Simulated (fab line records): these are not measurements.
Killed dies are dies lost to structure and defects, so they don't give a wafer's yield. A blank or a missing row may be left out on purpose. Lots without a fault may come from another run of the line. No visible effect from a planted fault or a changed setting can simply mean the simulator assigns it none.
Lot-split experiment + flow rit-cmos + 23 wafers read across 5 lots, on a route 202 steps long

## THE SPLIT ITSELF
At RIT_NRETRO_COAT_01 (resist thk 1300 nm), the setting spin-rpm was moved away from the recipe's 2000 rpm on 11 of the 23 wafers read, by -6.7% to +7.1%. All remaining wafers had this setting at the recipe value.

## THE PATH FROM SPLIT TO READING: the file shows 1 step between them
- RIT_NRETRO_DEVELOP_05: develop time 68 s (also split here: develop-time-s)

## THE READING
NOVOLAK_of_NRETRO_COAT_01.thk-nm (the simulator's own value, which no gauge read), in nm, at RIT_NRETRO_HARDBAKE_07 (time 120 s). There is no usual value for it anywhere in the file. The 12 wafers here that ran the recipe average 1133 nm, standard deviation 2.2 nm.

| wafer  | tool, chamber at the split | spin-rpm as run, rpm | against the recipe | NOVOLAK_of_NRETRO_COAT_01.thk-nm, nm | against lot-mates on the recipe |
|--------|----------------------------|----------------------|--------------------|--------------------------------------|---------------------------------|
| L075.1 | litho-track-02, 0          | 2000                 | recipe             | 1134                                 | -                               |
| L075.2 | litho-track-02, 0          | 2000                 | recipe             | 1135                                 | -                               |
| L075.3 | litho-track-02, 0          | 1896                 | -5.2%              | 1166                                 | +32                             |
| L075.4 | litho-track-02, 0          | 1896                 | -5.2%              | 1163                                 | +28                             |
| L075.5 | litho-track-02, 0          | 1896                 | -5.2%              | 1162                                 | +28                             |
| L077.2 | litho-track-02, 0          | 2000                 | recipe             | 1131                                 | -                               |
| L077.5 | litho-track-02, 0          | 2000                 | recipe             | 1129                                 | -                               |
| L077.6 | litho-track-02, 0          | 2000                 | recipe             | 1130                                 | -                               |
| L078.1 | litho-track-02, 0          | 2000                 | recipe             | 1135                                 | -                               |
| L078.2 | litho-track-02, 0          | 2108                 | +5.4%              | 1107                                 | -28                             |
| L078.3 | litho-track-02, 0          | 2108                 | +5.4%              | 1108                                 | -28                             |
| L078.5 | litho-track-02, 0          | 2000                 | recipe             | 1136                                 | -                               |
| L078.6 | litho-track-02, 0          | 2108                 | +5.4%              | 1106                                 | -30                             |
| L079.2 | litho-track-01, 0          | 1866                 | -6.7%              | 1172                                 | +38                             |
| L079.3 | litho-track-01, 0          | 2000                 | recipe             | 1133                                 | -                               |
| L079.4 | litho-track-01, 0          | 1866                 | -6.7%              | 1171                                 | +37                             |
| L079.5 | litho-track-01, 0          | 1866                 | -6.7%              | 1173                                 | +39                             |
| L079.6 | litho-track-01, 0          | 2000                 | recipe             | 1135                                 | -                               |
| L085.1 | litho-track-03, 0          | 2000                 | recipe             | 1131                                 | -                               |
| L085.2 | litho-track-03, 0          | 2141                 | +7.1%              | 1095                                 | -38                             |
| L085.3 | litho-track-03, 0          | 2000                 | recipe             | 1135                                 | -                               |
| L085.5 | litho-track-03, 0          | 2141                 | +7.1%              | 1093                                 | -40                             |
| L085.6 | litho-track-03, 0          | 2000                 | recipe             | 1132                                 | -                               |

FIT RESULTS
A straight line over all 23 wafers: NOVOLAK_of_NRETRO_COAT_01.thk-nm changes by -5.53 nm for each +1% of spin-rpm; r = -1.00; the points scatter about the line by 2.4 nm.
The same after taking each lot's own level away (the mean of its wafers on the recipe; 23 wafers): -5.52 nm for each +1%; r = -1.00; scatter 1.3 nm.
On that fit, the largest move of spin-rpm shifts the reading by 39 nm.
The lots' own levels span 1130.0 to 1135.5 nm, that is 2.5 times the standard deviation above.
So the lot-to-lot level changes the slope little: the two slopes agree.
Check: for one of the wafers moved furthest among these (+7.1%), held out of the fit, the line's prediction against its lot-mates is -38.7 nm. Against them it came out at -37.7 nm.

## FURTHER SPLITS ON THESE WAFERS
These wafers also went through other splits before the reading. Each is held against what the fit with the lots' levels taken away leaves over:
| other split on the same wafers       | wafers away from the commonest value | r with NOVOLAK_of_NRETRO_COAT_01.thk-nm (lot level and that fit taken away) |
|--------------------------------------|--------------------------------------|-----------------------------------------------------------------------------|
| RIT_ACTIVE_CVD_03 sih2cl2-flow-sccm  | 15                                   | -0.18                                                                       |
| RIT_FOX2_OXIDATION_00 ox-time-s      | 18                                   | +0.07                                                                       |
| RIT_PWELL_COAT_01 spin-rpm           | 7                                    | +0.07                                                                       |
| RIT_PWELL_IMPLANT_08 dose-cm2        | 10                                   | -0.04                                                                       |
| RIT_NRETRO_DEVELOP_05 develop-time-s | 7                                    | -0.21                                                                       |

## THE WHOLE CHAIN: every reading that the file lists as answering this split, in the file's order
| step                   | what it does       | reading                                                                           | change (the file's fit)              | r (the file's) |
|------------------------|--------------------|-----------------------------------------------------------------------------------|--------------------------------------|----------------|
| RIT_NRETRO_COAT_01     | resist thk 1300 nm | NOVOLAK_of_NRETRO_COAT_01.thk-nm (the simulator's own value, which no gauge read) | -6.44 nm for each +1% of the setting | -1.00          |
| RIT_NRETRO_HARDBAKE_07 | time 120 s         | NOVOLAK_of_NRETRO_COAT_01.thk-nm (the simulator's own value, which no gauge read) | -5.55 nm for each +1% of the setting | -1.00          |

## THE FILE'S OWN FIT
NOVOLAK_of_NRETRO_COAT_01.thk-nm changes by -5.55 nm for each +1% of spin-rpm, r = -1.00.
